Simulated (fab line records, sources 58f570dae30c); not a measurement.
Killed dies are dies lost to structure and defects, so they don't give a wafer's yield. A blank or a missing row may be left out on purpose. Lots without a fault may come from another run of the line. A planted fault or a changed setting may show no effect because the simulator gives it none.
Which tool did it? | flow berkeley_cmos170 | 7 lots, 21 wafers sampled, at 1 step of a route of 331

WHAT THE GAUGES READ, wafer by wafer
UCB170_ACTIVE_THK_MEAS_03.
lot  | measured    | on            | ACTIVE_OXIDE_THK (nm)
L776 | day 3 21:22 | film_metro-03 | 25.7 25.8 25.8
L778 | day 4 12:34 | film_metro-01 | 27.2 27.6 27.5
L781 | day 5 09:47 | film_metro-04 | 26.3 25.7 26.1
L789 | day 6 17:14 | film_metro-04 | 26.5 26.2 26.6
L791 | day 7 03:15 | film_metro-04 | 26.5 26.7 26.4
L793 | day 7 22:28 | film_metro-01 | 26.9 27.0 27.2
L798 | day 8 20:05 | film_metro-04 | 26.4 26.1 26.2

WHICH TOOL RAN EACH LOT (tool, then ch and the chambers of the sampled wafers, then the start)
The record holds no process step before these readings.

THE ANSWER, worked out from the rows above alone
Rule: what is usual is taken from the lots themselves. Put in order of their means at a reading, lots are off if they are a third of the lots or fewer, leave a main group of 4 or more, and stand apart from it by a gap of 3 or more times the standard deviation of the main group's means; of several such gaps the widest counts. A main group whose means are all the same, to the digits that the tables above print for the reading, isn't used. A lot without any number at a reading at which 4 lots or more have one is off too. The other lots that the step has rows for count as sound.
No lot is off at any reading shown: from this, nothing can be told.

WHAT THE SIMULATOR HAD PUT IN
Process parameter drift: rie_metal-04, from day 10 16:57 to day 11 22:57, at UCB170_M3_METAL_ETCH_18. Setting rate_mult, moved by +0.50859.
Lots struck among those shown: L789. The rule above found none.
